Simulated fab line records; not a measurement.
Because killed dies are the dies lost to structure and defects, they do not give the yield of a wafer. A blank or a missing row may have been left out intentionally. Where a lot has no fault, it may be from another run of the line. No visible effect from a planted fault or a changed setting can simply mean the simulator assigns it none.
fab line records | flow berkeley-cmos170 | part 2 of 2: steps 32 to 43 of 43
record: lots: 5 | wafers: 15 | last-day: 12
route steps=331 shown SPACER@174 PSD@175 NSD@187 BACKSIDE@199 SDANNEAL@204 PLDD@208 NLDD@209 SILICIDE@210 CONTACT@216
lots that met no fault: taken from a fault-free run of the same line
start-h: hours from the record's opening day to when the first of the lot's shown wafers began | wait-h: hours elapsed since this lot's preceding step | " unchanged from the row above | L1.1+2: one row covering several wafers at once | - either no value or no given start | * or withheld: withheld | < > ~ a bound
route shown NAME@n: names a module that has steps shown in the file, with the first one's number in the route | usual: mean/standard deviation of fault-free wafers | same: alike in all rows | chamber/n: place in a boat | sites: per-site readings | _std_site: their standard deviation | _edge_site: inner sites' mean taken away from outer sites' mean | radius-mm: how far each site lies from the wafer's centre | mask NAME#n: copy n | behind: the most recent tool/chamber to have shaped the wafer | hold: the reason the lot was held/the length of the hold in hours/how it ended | device: whichever transistor did not switch (one of n, p or np) | end of line: the tests these same wafers got at the end of their route | a step with no rows: only its recipe | killed: dies lost to structure and defects at the first sort, not the wafer's yield | map: shows each die of a wafer: x if killed, . if not, _ if none is there
set.NAME: the setting the step ran with; set.NAME@STEP: the setting that earlier step ran with | model.NAME: the simulator's own value behind a step, which no gauge read
a table for each step, a row for each wafer; lots at some steps of the route
services: from which hour (start-h, from the record's first day; less than 0 if before it) a tool's chamber was out of use, for how many hours, and why
== steps ==
step: UCB170_SDANNEAL_RTA_01
recipe: temp-c: 1050 | time-s: 5 | ambient: N2
usual: anneal-temp-c-max: 1057.3/1.5 | lamp-power-pct: 36.6/2.2 | wafer_temp_C_max: 1054.7/0.81
lot.wafer | tool          | chamber | start-h | wait-h | anneal-temp-c-max | lamp-power-pct | wafer_temp_C_max
L078.2    | rtp-anneal-02 | 0       | 184.90  | 0.1    | 1056.8            | 34.0           | 1055.1
L078.5    | "             | 0       | "       | "      | 1057.2            | 34.0           | 1053.6
L078.6    | "             | 0       | "       | "      | 1056.3            | 34.0           | 1055.5
L077.3    | rtp-anneal-02 | 0       | 185.43  | 0.1    | 1056.4            | 34.0           | 1054.2
L077.4    | "             | 0       | "       | "      | 1057.7            | 34.0           | 1054.2
L077.5    | "             | 0       | "       | "      | 1057.8            | 34.0           | 1055.2
L083.1    | rtp-anneal-01 | 0       | 202.90  | 0.1    | 1056.4            | 38.4           | 1055.1
L083.4    | "             | 0       | "       | "      | 1057.8            | 38.5           | 1055.7
L083.5    | "             | 0       | "       | "      | 1057.7            | 38.5           | 1054.2
L087.1    | rtp-anneal-01 | 0       | 224.03  | 0.1    | 1056.8            | 38.5           | 1054.2
L087.3    | "             | 0       | "       | "      | 1061.0            | 38.4           | 1054.5
L087.4    | "             | 0       | "       | "      | 1056.6            | 38.5           | 1055.4
L095.2    | rtp-anneal-02 | 0       | 256.66  | 0.1    | 1057.3            | 34.0           | 1053.5
L095.3    | "             | 0       | "       | "      | 1055.7            | 34.0           | 1054.8
L095.5    | "             | 0       | "       | "      | 1058.4            | 34.0           | 1054.9
step: UCB170_SDANNEAL_RS_MEAS_02
recipe: thk-meas-gauge: four-point-probe
usual: PSD_RS: 75.7/0.38
lot.wafer | tool          | chamber | start-h | wait-h | PSD_RS[ohm/sq]
L078.2    | film-metro-01 | -       | 184.97  | 0.1    | 75.6
L078.5    | "             | -       | "       | "      | 75.6
L078.6    | "             | -       | "       | "      | 75.5
L077.3    | film-metro-03 | -       | 185.51  | 0.1    | 76.3
L077.4    | "             | -       | "       | "      | 76.2
L077.5    | "             | -       | "       | "      | 76.4
L083.1    | film-metro-02 | -       | 202.95  | 0.0    | 75.7
L083.4    | "             | -       | "       | "      | 75.8
L083.5    | "             | -       | "       | "      | 75.9
L087.1    | film-metro-02 | -       | 224.19  | 0.1    | 75.6
L087.3    | "             | -       | "       | "      | 75.6
L087.4    | "             | -       | "       | "      | 75.7
L095.2    | film-metro-02 | -       | 256.72  | 0.1    | 76.2
L095.3    | "             | -       | "       | "      | 76.4
L095.5    | "             | -       | "       | "      | 76.3
step: UCB170_SDANNEAL_RS_MEAS_03
recipe: thk-meas-gauge: four-point-probe
usual: NSD_RS: 37.26/0.094
lot.wafer | tool          | chamber | start-h | wait-h | NSD_RS[ohm/sq]
L078.2    | film-metro-01 | -       | 185.09  | 0.1    | 37.30
L078.5    | "             | -       | "       | "      | 37.29
L078.6    | "             | -       | "       | "      | 37.41
L077.3    | film-metro-03 | -       | 185.63  | 0.1    | 37.23
L077.4    | "             | -       | "       | "      | 37.06
L077.5    | "             | -       | "       | "      | 37.16
L083.1    | film-metro-02 | -       | 203.07  | 0.1    | 37.08
L083.4    | "             | -       | "       | "      | 37.17
L083.5    | "             | -       | "       | "      | 37.18
L087.1    | film-metro-02 | -       | 224.31  | 0.1    | 37.25
L087.3    | "             | -       | "       | "      | 37.16
L087.4    | "             | -       | "       | "      | 37.21
L095.2    | film-metro-02 | -       | 256.84  | 0.1    | 37.24
L095.3    | "             | -       | "       | "      | 37.35
L095.5    | "             | -       | "       | "      | 37.19
step: UCB170_SDANNEAL_RS_MEAS_04
recipe: thk-meas-gauge: four-point-probe
usual: PLDD_RS: 1032.7/2.5
lot.wafer | tool          | chamber | start-h | wait-h | PLDD_RS[ohm/sq]
L078.2    | film-metro-01 | -       | 185.21  | 0.1    | 1035.9
L078.5    | "             | -       | "       | "      | 1033.7
L078.6    | "             | -       | "       | "      | 1031.3
L077.3    | film-metro-03 | -       | 185.75  | 0.1    | 1032.2
L077.4    | "             | -       | "       | "      | 1035.2
L077.5    | "             | -       | "       | "      | 1032.2
L083.1    | film-metro-02 | -       | 203.19  | 0.1    | 1032.6
L083.4    | "             | -       | "       | "      | 1033.4
L083.5    | "             | -       | "       | "      | 1030.7
L087.1    | film-metro-02 | -       | 224.43  | 0.1    | 1030.6
L087.3    | "             | -       | "       | "      | 1030.6
L087.4    | "             | -       | "       | "      | 1028.4
L095.2    | film-metro-02 | -       | 256.96  | 0.1    | 1032.1
L095.3    | "             | -       | "       | "      | 1033.1
L095.5    | "             | -       | "       | "      | 1030.8
step: UCB170_SDANNEAL_RS_MEAS_05
recipe: thk-meas-gauge: four-point-probe
usual: NLDD_RS: 616.3/1.4
lot.wafer | tool          | chamber | start-h | wait-h | NLDD_RS[ohm/sq]
L078.2    | film-metro-01 | -       | 185.33  | 0.1    | 618.0
L078.5    | "             | -       | "       | "      | 618.7
L078.6    | "             | -       | "       | "      | 617.5
L077.3    | film-metro-03 | -       | 185.87  | 0.1    | 618.0
L077.4    | "             | -       | "       | "      | 616.0
L077.5    | "             | -       | "       | "      | 617.6
L083.1    | film-metro-02 | -       | 203.31  | 0.1    | 617.2
L083.4    | "             | -       | "       | "      | 616.2
L083.5    | "             | -       | "       | "      | 617.6
L087.1    | film-metro-02 | -       | 224.55  | 0.1    | 616.0
L087.3    | "             | -       | "       | "      | 615.8
L087.4    | "             | -       | "       | "      | 615.7
L095.2    | film-metro-02 | -       | 257.08  | 0.1    | 613.9
L095.3    | "             | -       | "       | "      | 613.4
L095.5    | "             | -       | "       | "      | 613.3
step: UCB170_SILICIDE_PRE_CLEAN_00
recipe: gas: Ar | preclean-etch-time-s: 60
lot.wafer  | tool           | chamber | start-h | wait-h
L078.2+5+6 | pvd-sputter-01 | -       | 185.43  | 0.1
L077.3+4+5 | pvd-sputter-02 | -       | 185.95  | 0.1
L083.1+4+5 | pvd-sputter-02 | -       | 203.43  | 0.1
L087.1+3+4 | pvd-sputter-02 | -       | 224.67  | 0.1
L095.2+3+5 | pvd-sputter-02 | -       | 257.18  | 0.1
step: UCB170_SILICIDE_SPUTTER_01
recipe: material: Ti | target-thk-nm: 30 | time-s: 25 | power-w: 1500 | chamber-pressure-pa: 0.5
usual: throttle-valve-pct: 30.3/1.1
lot.wafer | tool           | chamber | start-h | wait-h | throttle-valve-pct
L078.2    | pvd-sputter-01 | -       | 185.49  | 0.0    | 30.5
L078.5    | "              | -       | "       | "      | 30.5
L078.6    | "              | -       | "       | "      | 31.1
L077.3    | pvd-sputter-02 | -       | 186.02  | 0.0    | 29.3
L077.4    | "              | -       | "       | "      | 32.1
L077.5    | "              | -       | "       | "      | 32.1
L083.1    | pvd-sputter-02 | -       | 203.50  | 0.0    | 32.3
L083.4    | "              | -       | "       | "      | 30.9
L083.5    | "              | -       | "       | "      | 30.7
L087.1    | pvd-sputter-02 | -       | 224.74  | 0.0    | 32.3
L087.3    | "              | -       | "       | "      | 29.2
L087.4    | "              | -       | "       | "      | 31.1
L095.2    | pvd-sputter-02 | -       | 257.25  | 0.0    | 30.6
L095.3    | "              | -       | "       | "      | 29.4
L095.5    | "              | -       | "       | "      | 29.8
step: UCB170_SILICIDE_RS_MEAS_02
recipe: thk-meas-gauge: four-point-probe | reads: Ti_of_SILICIDE_SPUTTER_01
usual: SILICIDE_TI_RS: 26.1/0.35
lot.wafer | tool          | chamber | start-h | wait-h | SILICIDE_TI_RS[ohm/sq]
L078.2    | film-metro-01 | -       | 185.54  | 0.0    | 26.1
L078.5    | "             | -       | "       | "      | 26.1
L078.6    | "             | -       | "       | "      | 26.1
L077.3    | film-metro-03 | -       | 186.09  | 0.1    | 26.3
L077.4    | "             | -       | "       | "      | 25.9
L077.5    | "             | -       | "       | "      | 25.7
L083.1    | film-metro-04 | -       | 203.53  | 0.0    | 26.2
L083.4    | "             | -       | "       | "      | 26.3
L083.5    | "             | -       | "       | "      | 26.3
L087.1    | film-metro-04 | -       | 224.77  | 0.0    | 25.7
L087.3    | "             | -       | "       | "      | 26.0
L087.4    | "             | -       | "       | "      | 25.7
L095.2    | film-metro-04 | -       | 257.45  | 0.2    | 26.2
L095.3    | "             | -       | "       | "      | 26.5
L095.5    | "             | -       | "       | "      | 26.3
step: UCB170_SILICIDE_THK_MEAS_03
recipe: thk-meas-gauge: xrf | reads: Ti_of_SILICIDE_SPUTTER_01
usual: SILICIDE_TI_THK: 30.3/0.37
lot.wafer | tool          | chamber | start-h | wait-h | SILICIDE_TI_THK[nm]
L078.2    | film-metro-01 | -       | 185.65  | 0.1    | 30.4
L078.5    | "             | -       | "       | "      | 30.3
L078.6    | "             | -       | "       | "      | 30.2
L077.3    | film-metro-03 | -       | 186.19  | 0.1    | 30.2
L077.4    | "             | -       | "       | "      | 30.6
L077.5    | "             | -       | "       | "      | 30.8
L083.1    | film-metro-04 | -       | 203.65  | 0.1    | 30.0
L083.4    | "             | -       | "       | "      | 29.9
L083.5    | "             | -       | "       | "      | 29.8
L087.1    | film-metro-04 | -       | 224.89  | 0.1    | 30.6
L087.3    | "             | -       | "       | "      | 30.1
L087.4    | "             | -       | "       | "      | 30.3
L095.2    | film-metro-04 | -       | 257.56  | 0.1    | 30.5
L095.3    | "             | -       | "       | "      | 30.0
L095.5    | "             | -       | "       | "      | 30.1
step: UCB170_SILICIDE_RTA_04
recipe: temp-c: 650 | time-s: 15 | ambient: N2
usual: anneal-temp-c-max: 654.3/1.1 | lamp-power-pct: 10.0/0.61 | wafer_temp_C_max: 652.8/0.6
lot.wafer | tool          | chamber | start-h | wait-h | anneal-temp-c-max | lamp-power-pct | wafer_temp_C_max
L078.2    | rtp-anneal-02 | 0       | 185.72  | 0.1    | 653.1             | 9.4            | 654.1
L078.5    | "             | 0       | "       | "      | 654.1             | 9.4            | 653.0
L078.6    | "             | 0       | "       | "      | 653.2             | 9.4            | 652.2
L077.3    | rtp-anneal-01 | 0       | 186.25  | 0.1    | 654.4             | 10.7           | 652.9
L077.4    | "             | 0       | "       | "      | 654.5             | 10.7           | 652.4
L077.5    | "             | 0       | "       | "      | 656.7             | 10.7           | 652.7
L083.1    | rtp-anneal-02 | 0       | 203.71  | 0.1    | 653.3             | 9.4            | 652.7
L083.4    | "             | 0       | "       | "      | 653.2             | 9.4            | 654.6
L083.5    | "             | 0       | "       | "      | 652.6             | 9.4            | 652.4
L087.1    | rtp-anneal-01 | 0       | 224.95  | 0.1    | 654.9             | 10.7           | 654.1
L087.3    | "             | 0       | "       | "      | 654.8             | 10.7           | 653.0
L087.4    | "             | 0       | "       | "      | 655.1             | 10.7           | 652.6
L095.2    | rtp-anneal-02 | 0       | 257.62  | 0.1    | 653.3             | 9.4            | 653.5
L095.3    | "             | 0       | "       | "      | 654.8             | 9.4            | 652.2
L095.5    | "             | 0       | "       | "      | 653.7             | 9.4            | 652.8
step: UCB170_SILICIDE_WET_ETCH_05
recipe: chemistry: SPM | time-s: 45 | temp-c: 120 | target: Ti
lot.wafer  | tool         | chamber | start-h | wait-h
L078.2+5+6 | wet-bench-03 | 2       | 185.78  | 0.1
L077.3+4+5 | wet-bench-03 | 2       | 186.39  | 0.1
L083.1+4+5 | wet-bench-03 | 0       | 204.32  | 0.6
L087.1+3+4 | wet-bench-03 | 1       | 225.02  | 0.1
L095.2+3+5 | wet-bench-01 | 2       | 257.86  | 0.2
step: UCB170_CONTACT_CLEAN_00
recipe: chemistry: SPM | temp-c: 120 | time-s: 600
lot.wafer  | tool         | chamber | start-h | wait-h
L078.2+5+6 | wet-bench-03 | 3       | 185.80  | 0.0
L077.3+4+5 | wet-bench-03 | 3       | 186.41  | 0.0
L083.1+4+5 | wet-bench-03 | 3       | 204.34  | 0.0
L087.1+3+4 | wet-bench-03 | 2       | 225.05  | 0.0
L095.2+3+5 | wet-bench-01 | 2       | 258.51  | 0.6
== services ==
tool            | chamber | start-h | hours | kind
plasma-asher-01 | -       | 168.37  | 2.7   | repair
implanter-01    | -       | 168.48  | 1.2   | repair
implanter-03    | -       | 170.25  | 2.5   | pm
krf-scanner-02  | -       | 170.30  | 1.0   | pm
rie-diel-02     | 2       | 171.72  | 4.4   | repair
rie-diel-01     | 3       | 178.86  | 1.9   | repair
rie-diel-02     | 1       | 191.42  | 1.3   | repair
implanter-04    | -       | 193.70  | 7.7   | repair
krf-scanner-01  | -       | 204.33  | 4.4   | pm
rie-diel-01     | -       | 207.72  | 4.3   | pm
implanter-01    | -       | 209.51  | 1.6   | repair
implanter-01    | -       | 215.28  | 2.4   | repair
rie-diel-02     | 0       | 216.04  | 18.0  | repair
krf-scanner-01  | -       | 226.72  | 3.6   | pm
krf-scanner-02  | -       | 230.32  | 1.3   | pm
implanter-04    | -       | 233.88  | 2.6   | pm
implanter-02    | -       | 242.05  | 4.4   | repair
pvd-sputter-01  | -       | 248.79  | 1.2   | repair
krf-scanner-01  | -       | 250.98  | 1.3   | pm
implanter-04    | -       | 251.58  | 1.3   | repair
rie-diel-01     | 0       | 254.42  | 3.4   | repair
krf-scanner-02  | -       | 255.79  | 4.0   | pm
rie-diel-01     | 3       | 256.81  | 11.3  | repair
pvd-sputter-02  | -       | 258.09  | 6.6   | repair
